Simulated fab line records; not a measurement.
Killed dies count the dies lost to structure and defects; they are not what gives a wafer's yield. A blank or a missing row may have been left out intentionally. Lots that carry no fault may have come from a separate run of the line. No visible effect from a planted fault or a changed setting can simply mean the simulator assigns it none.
Matching of chambers :: flow berkeley cmos170 :: UCB170_V2_CMP_02 on cmp-01: 4 sister chambers
The step polishes SiO2. 18 wafers are shown with their chamber, then 9 later ones without.

WAFERS PAIRED WITH THEIR CHAMBERS
wafer: L272.1
chamber: 3
motor current A (A): 15.2
head pressure psi (psi): 6.003
platen rpm (rpm): 59.98

wafer: L272.2
chamber: 1
motor current A (A): 17.3
head pressure psi (psi): 6.004
platen rpm (rpm): 59.94

wafer: L272.4
chamber: 2
motor current A (A): 16.6
head pressure psi (psi): 5.980
platen rpm (rpm): 60.01

wafer: L273.1
chamber: 3
motor current A (A): 14.9
head pressure psi (psi): 5.999
platen rpm (rpm): 60.03

wafer: L273.2
chamber: 2
motor current A (A): 17.0
head pressure psi (psi): 5.976
platen rpm (rpm): 59.98

wafer: L273.6
chamber: 3
motor current A (A): 14.6
head pressure psi (psi): 5.997
platen rpm (rpm): 60.01

wafer: L275.1
chamber: 3
motor current A (A): 14.4
head pressure psi (psi): 6.009
platen rpm (rpm): 59.97

wafer: L275.2
chamber: 0
motor current A (A): 15.7
head pressure psi (psi): 5.982
platen rpm (rpm): 59.99

wafer: L275.5
chamber: 1
motor current A (A): 17.2
head pressure psi (psi): 6.011
platen rpm (rpm): 60.03

wafer: L274.2
chamber: 3
motor current A (A): 14.9
head pressure psi (psi): 5.983
platen rpm (rpm): 60.00

wafer: L274.3
chamber: 2
motor current A (A): 16.8
head pressure psi (psi): 5.977
platen rpm (rpm): 60.09

wafer: L274.5
chamber: 2
motor current A (A): 17.9
head pressure psi (psi): 6.008
platen rpm (rpm): 60.01

wafer: L282.1
chamber: 1
motor current A (A): 17.4
head pressure psi (psi): 6.018
platen rpm (rpm): 59.99

wafer: L282.5
chamber: 0
motor current A (A): 14.9
head pressure psi (psi): 6.024
platen rpm (rpm): 60.04

wafer: L282.6
chamber: 1
motor current A (A): 17.3
head pressure psi (psi): 5.978
platen rpm (rpm): 59.98

wafer: L284.1
chamber: 2
motor current A (A): 17.3
head pressure psi (psi): 5.983
platen rpm (rpm): 60.05

wafer: L284.3
chamber: 0
motor current A (A): 15.8
head pressure psi (psi): 5.997
platen rpm (rpm): 60.03

wafer: L284.4
chamber: 1
motor current A (A): 17.7
head pressure psi (psi): 6.005
platen rpm (rpm): 60.04

SIGNATURES (means of the wafers above)
reading: motor current A
chamber 0: 15.467
chamber 1: 17.380
chamber 2: 17.120
chamber 3: 14.800
scatter within a chamber: 0.382

reading: head pressure psi
chamber 0: 6.00100
chamber 1: 6.00320
chamber 2: 5.98480
chamber 3: 5.99820
scatter within a chamber: 0.0144

reading: platen rpm
chamber 0: 60.0200
chamber 1: 59.9960
chamber 2: 60.0280
chamber 3: 59.9980
scatter within a chamber: 0.0353
Rule: for each reading, subtract the chamber's mean from the wafer's reading, divide by that reading's scatter and square the result; add these up over the readings and take the root, which gives the wafer's distance from the chamber. If the next closest chamber is less than 2 further off than the closest, the wafer can't be placed; otherwise it belongs to the closest. The scatter: take each reading less its chamber's mean, square it, sum over the shown wafers, divide by the number of wafers less the number of chambers, and take the root.

WAFERS WHOSE CHAMBER IS MISSING
wafer: L286.3
motor current A (A): 13.9
head pressure psi (psi): 6.006
platen rpm (rpm): 59.99

wafer: L286.4
motor current A (A): 17.8
head pressure psi (psi): 6.009
platen rpm (rpm): 59.96

wafer: L286.6
motor current A (A): 15.6
head pressure psi (psi): 5.992
platen rpm (rpm): 60.02

wafer: L291.3
motor current A (A): 17.3
head pressure psi (psi): 6.011
platen rpm (rpm): 60.03

wafer: L291.4
motor current A (A): 17.1
head pressure psi (psi): 6.009
platen rpm (rpm): 60.03

wafer: L291.6
motor current A (A): 17.2
head pressure psi (psi): 6.021
platen rpm (rpm): 60.06

wafer: L295.3
motor current A (A): 15.0
head pressure psi (psi): 5.994
platen rpm (rpm): 60.02

wafer: L295.4
motor current A (A): 16.2
head pressure psi (psi): 6.012
platen rpm (rpm): 60.01

wafer: L295.6
motor current A (A): 16.6
head pressure psi (psi): 6.007
platen rpm (rpm): 60.07

CHAMBER TAKEN BY EACH
wafer: L286.3
from the rows above: can't be placed: 3 or 0
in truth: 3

wafer: L286.4
from the rows above: can't be placed: 1 or 2
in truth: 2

wafer: L286.6
from the rows above: can't be placed: 0 or 3
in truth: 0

wafer: L291.3
from the rows above: can't be placed: 1 or 2
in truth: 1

wafer: L291.4
from the rows above: can't be placed: 1 or 2
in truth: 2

wafer: L291.6
from the rows above: can't be placed: 1 or 2
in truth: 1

wafer: L295.3
from the rows above: can't be placed: 3 or 0
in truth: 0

wafer: L295.4
from the rows above: can't be placed: 0 or 2 or 1 or 3
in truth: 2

wafer: L295.6
from the rows above: can't be placed: 2 or 1 or 0
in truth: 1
0 of 9 placed correctly. Unplaceable from these rows: 9, with the true chamber sitting among the candidates in 9. Wrongly placed: 0.
